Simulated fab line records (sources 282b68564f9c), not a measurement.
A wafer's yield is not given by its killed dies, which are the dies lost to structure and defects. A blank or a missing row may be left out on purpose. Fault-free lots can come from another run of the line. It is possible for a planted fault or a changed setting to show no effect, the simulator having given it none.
Struck lot and sound lot, side by side || flow rit-cmos || 15 steps out of a route of 202
Sound: wafers L774.3, L774.5, L774.6. Wafers L780.1, L780.3, L780.5 were the ones struck. The cause comes at the end.
Per side, at each step with rows, come the tool, then ch with its chambers, and then its first start. Under that, the readings that differ: sound wafers || struck wafers || difference of the means || sigmas: that difference in standard deviations of wafers without a fault.
alike: words and numbers the same on both sides, and readings whose means are apart by under 2 such deviations; not compared: readings that were withheld, readings missing a value for some wafer, numbers with overlapping values and no deviation given by the record, and bounds like >300 which may hide the same value.
Wherever a step has rows on one side only, a row that says differs or no value, or a row with sigmas, the two part there. Non-overlapping numbers with no deviation appear without sigmas and do not part them. A reading that every wafer of one side lacks parts them only if that side has two wafers or more.

RIT_PWELL_TW_MEAS_10:
  sound on film-metro-04 at day 4 13:17; struck on film-metro-04 at day 5 22:08
  alike: PWELL_TW
then, 1 step without rows for these wafers: RIT_WELLDRIVE_ANNEAL_00 (time 14700 s).
RIT_WELLDRIVE_RS_MEAS_01: the measuring method here is four-point-probe.
  sound on film-metro-04 at day 4 20:39; struck on film-metro-03 at day 6 03:53
  alike: NWELL_RS
RIT_WELLDRIVE_RS_MEAS_02: the measuring method here is four-point-probe.
  sound on film-metro-04 at day 4 20:46; struck on film-metro-03 at day 6 04:01
  alike: PWELL_RS
then, 6 steps without rows for these wafers: RIT_NRETRO_HMDS_00 (prime time 60 s); RIT_NRETRO_COAT_01 (resist thk 1300 nm); RIT_NRETRO_SOFTBAKE_02 (time 60 s); RIT_NRETRO_EXPOSE_03 (exposes mask M4, target cd 43900 nm); RIT_NRETRO_PEB_04; RIT_NRETRO_DEVELOP_05 (develop time 68 s).
RIT_NRETRO_OVL_MEAS_06:
  sound on overlay-02 at day 4 21:52; struck on overlay-01 at day 6 05:08
  alike: NRETRO_OVL
then, 1 step without rows for these wafers: RIT_NRETRO_HARDBAKE_07 (time 120 s).
RIT_NRETRO_IMPLANT_08:
  sound on implanter-03 ch 0, day 4 22:11; struck on implanter-03 ch 0, day 6 05:25
{"reading": "dose-ions-cm2", "sound": "9.994e+12 9.99e+12 9.995e+12", "struck": "1.0163e+13 1.0174e+13 1.0179e+13", "difference": "+1.7900e+11", "sigmas": "+15"}
RIT_NRETRO_STRIP_09: strips in O2, time 180 s.
  sound on plasma-asher-01 ch 0,1, day 4 22:21; struck on plasma-asher-03 ch 0,1, day 6 05:34
  alike: chamber-pressure-mTorr, drypump-motor-current-A
  not compared: rf-hours-counter-h
RIT_M1_PROBE_99:
  sound on prober-01 at day 6 02:31; struck on prober-02 at day 7 21:18
  alike: killed-at-contacts, killed-at-front-end, killed-dies, killed-open, killed-short

## WHERE THEY PART
RIT_NRETRO_IMPLANT_08 only, going by this record. Later steps at which nothing parts them and some readings are alike: RIT_NRETRO_STRIP_09, RIT_M1_PROBE_99.

WHY: the cause the simulator had injected
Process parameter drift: implanter-03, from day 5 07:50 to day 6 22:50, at RIT_NRETRO_IMPLANT_08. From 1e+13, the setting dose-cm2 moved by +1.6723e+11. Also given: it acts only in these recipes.
